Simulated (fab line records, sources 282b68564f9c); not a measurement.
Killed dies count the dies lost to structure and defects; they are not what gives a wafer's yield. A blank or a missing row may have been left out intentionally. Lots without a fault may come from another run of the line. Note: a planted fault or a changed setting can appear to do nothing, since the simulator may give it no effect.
Tool commonality check | flow rit cmos | 42 wafers sampled across 13 lots

WHY THIS WAS OPENED
1 of 13 lots carry a flag on the reading NRETRO_TW at RIT_NRETRO_TW_MEAS_10. Wafers without a fault read 1046, standard deviation 5.6.
Rule: a lot is flagged in two cases, either no wafer of it has a number, or all its wafers with numbers fall more than 4 standard deviations from that mean. The rest of the lots are taken to be sound.

lot  | measured    | on            | NRETRO_TW, wafer by wafer | flag
L466 | day 2 13:14 | film metro-04 | 1041 1040 1043            |
L467 | day 2 18:28 | film metro-04 | 1041 1037 1041            |
L470 | day 3 10:23 | film metro-02 | 1049 1046 1046            |
L471 | day 3 14:18 | film metro-04 | 30 31 31 31 31 31         | FLAGGED
L480 | day 5 21:04 | film metro-01 | 1049 1051 1044            |
L481 | day 6 04:05 | film metro-02 | 1046 1048 1055            |
L482 | day 6 04:19 | film metro-01 | 1040 1045 1040            |
L483 | day 6 14:59 | film metro-02 | 1052 1053 1054            |
L485 | day 6 18:34 | film metro-04 | 1035 1037 1036            |
L486 | day 6 18:46 | film metro-02 | 1057 1050 1056            |
L484 | day 6 18:50 | film metro-04 | 1037 1040 1040            |
L488 | day 7 04:40 | film metro-01 | 1041 1038 1043            |
L487 | day 7 06:07 | film metro-02 | 1053 1050 1052            |
Averaged over the flagged lots the numbers come to 31, -1015 from the usual (-99 or more standard deviations).

TOOL THAT RAN EACH LOT
The record keeps 1 process step preceding the reading, out of 202 steps on the route. Read each cell as the tool, then ch plus the chambers that the sampled wafers visited, then the start.
lot  | flag    | RIT_NWELL_STRIP_09
L466 |         | plasma asher-01 ch 0,1, day 2 03:19
L467 |         | plasma asher-02 ch 0,1, day 2 09:10
L470 |         | plasma asher-02 ch 0,1, day 3 01:19
L471 | FLAGGED | plasma asher-01 ch 0,1, day 3 04:55
L480 |         | plasma asher-01 ch 0,1, day 5 07:15
L481 |         | plasma asher-02 ch 0,1, day 5 13:01
L482 |         | plasma asher-02 ch 0,1, day 5 19:02
L483 |         | plasma asher-02 ch 0,1, day 6 06:07
L485 |         | plasma asher-03 ch 0,1, day 6 07:50
L486 |         | plasma asher-01 ch 0,1, day 6 08:13
L484 |         | plasma asher-03 ch 0,1, day 6 08:08
L488 |         | plasma asher-02 ch 0,1, day 6 18:50
L487 |         | plasma asher-01 ch 0,1, day 6 19:05
What the steps here do:
- RIT_NWELL_STRIP_09: strips in O2, time 180 s.
- RIT_NRETRO_TW_MEAS_10

FLAGGED OVER TOTAL, TOOL BY TOOL (the gauges that took the reading come last)
step                  | tool            | lots run | flagged | share of the flagged lots | sound lots run after its first flagged lot
RIT_NWELL_STRIP_09    | plasma asher-01 | 5        | 1       | all                       | 3 (L480,L486,L487)
RIT_NWELL_STRIP_09    | plasma asher-02 | 6        | 0       | none                      | -
RIT_NWELL_STRIP_09    | plasma asher-03 | 2        | 0       | none                      | -
RIT_NRETRO_TW_MEAS_10 | film metro-01   | 3        | 0       | none                      | -
RIT_NRETRO_TW_MEAS_10 | film metro-02   | 5        | 0       | none                      | -
RIT_NRETRO_TW_MEAS_10 | film metro-04   | 5        | 1       | all                       | 2 (L485,L484)

WHAT IS ALLOWED BY THE TABLE
2 rows of the table ran every flagged lot: plasma asher-01 at RIT_NWELL_STRIP_09, film metro-04 at RIT_NRETRO_TW_MEAS_10.
- plasma asher-01 at RIT_NWELL_STRIP_09 ran 5 lots, 1 of them flagged. Lots that were sound ran on it after the first flagged one (L480, L486, L487); a persistent fault on the entire tool would not allow that. Its own readings (run length s) fall more than 4 standard deviations out on all wafers of the flagged lots.
- film metro-04 at RIT_NRETRO_TW_MEAS_10 ran 5 lots, 1 of them flagged. Lots that were sound ran on it after the first flagged one (L485, L484); a persistent fault on the entire tool would not allow that.
No row of the table ran every flagged lot and no sound lot after the first.

WHAT THE SIMULATOR HAD PUT IN
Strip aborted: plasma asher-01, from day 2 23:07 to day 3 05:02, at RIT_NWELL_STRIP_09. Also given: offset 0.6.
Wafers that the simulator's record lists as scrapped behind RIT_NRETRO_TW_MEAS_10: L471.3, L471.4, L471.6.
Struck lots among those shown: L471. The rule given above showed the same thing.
